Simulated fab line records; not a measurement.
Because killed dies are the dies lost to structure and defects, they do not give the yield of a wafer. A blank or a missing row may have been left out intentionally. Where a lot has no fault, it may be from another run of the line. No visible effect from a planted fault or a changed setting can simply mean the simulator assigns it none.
Comparing a struck lot with a sound one -- flow rit-cmos -- 15 out of 202 route steps
Sound: these wafers, L911.3, L911.4, L911.6. The struck wafers were L914.1, L914.4, L914.5. The cause is given at the end.
Each step with rows lists, per side, the tool, then ch with its chambers, then its first start. Under that, the readings that differ: sound wafers -- struck wafers -- difference of the means -- sigmas: that difference in standard deviations of wafers without a fault.
alike: same words and numbers on both sides, and readings whose means sit less than 2 such deviations apart. not compared: any withheld reading, any reading some wafer has no value for, any bound like >300 that may hide the same value, and any number with overlapping values for which the record gives no deviation.
The two part at a step that has a row with sigmas, a row that says differs or no value, or rows on one side only. Numbers that don't overlap but have no deviation are shown without sigmas and don't part them. A reading that every wafer of one side lacks parts them only if that side has two wafers or more.

RIT_ACTIVE_BOW_MEAS_00:
  sound on film-metro-02, day 5 09:02; struck on film-metro-01, day 6 00:00
  alike: INCOMING_BOW
then, 1 step without rows for these wafers: RIT_ACTIVE_OXIDATION_01 (target thk 46.8 nm, ox time 3360 s).
RIT_ACTIVE_THK_MEAS_02:
  sound on film-metro-02, day 5 11:04; struck on film-metro-03, day 6 02:03
  alike: ACTIVE_OXIDE_THK
then, 1 step without rows for these wafers: RIT_ACTIVE_CVD_03 (deposits Si3N4 from SiH2Cl2/NH3, target thk 150 nm, time 1500 s).
RIT_ACTIVE_THK_MEAS_04:
  sound on film-metro-01, day 5 12:33; struck on film-metro-02, day 6 03:32
reading,sound,struck,difference,sigmas
ACTIVE_NITRIDE_THK (nm),149.7 148.8 150.0,153.8 152.8 153.5,+3.9,+3
then, 6 steps without rows for these wafers: RIT_ACTIVE_HMDS_05 (prime time 60 s); RIT_ACTIVE_COAT_06 (resist thk 1000 nm); RIT_ACTIVE_SOFTBAKE_07 (time 60 s); RIT_ACTIVE_EXPOSE_08 (exposes mask M1, target cd 1400 nm); RIT_ACTIVE_PEB_09; RIT_ACTIVE_DEVELOP_10 (develop time 50 s).
RIT_ACTIVE_CD_MEAS_11 targets a cd of 1400 nm.
  sound on cd-sem-02, day 5 13:29; struck on cd-sem-02, day 6 04:34
  alike: cd-nm
RIT_ACTIVE_HARDBAKE_12: time 60 s.
  sound on litho-track-02 ch 0, day 5 13:37; struck on litho-track-03 ch 0, day 6 04:41
reading,sound,struck,difference,sigmas
heater-power-total-W (W),62.49 62.53 62.52,61.71 61.59 61.52,-0.91,-18
plate-temp-C (C),139.92 140.17 139.93,138.45 138.40 138.47,-1.57,-10
RIT_ACTIVE_ETCH_13: etches Si3N4 in SF6, stops on SiO2, time 210 s, target depth 210 nm.
  sound on rie-diel-04 ch 0,1,3, day 5 13:43; struck on rie-diel-04 ch 0,3, day 6 04:50
  alike: drypump-motor-current-A, oes-product-au, throttle-valve-pct
  not compared: rf-hours-counter-h
-- the record jumps here: 2 days lie between the struck wafers' starts before and after (it left off in module ACTIVE and takes up again in module M1, whose first step shown is number 202 of the route) --
RIT_M1_PROBE_99:
  sound on prober-01, day 7 09:32; struck on prober-02, day 8 05:01
  alike: killed-at-contacts, killed-at-front-end, killed-dies, killed-on-rim, killed-open, killed-short

== WHERE THEY PART ==
Earliest at RIT_ACTIVE_THK_MEAS_04; latest, in this record, at RIT_ACTIVE_HARDBAKE_12. Later steps at which nothing parts them and some readings are alike: RIT_ACTIVE_ETCH_13, RIT_M1_PROBE_99.

WHY: what the simulator had put in
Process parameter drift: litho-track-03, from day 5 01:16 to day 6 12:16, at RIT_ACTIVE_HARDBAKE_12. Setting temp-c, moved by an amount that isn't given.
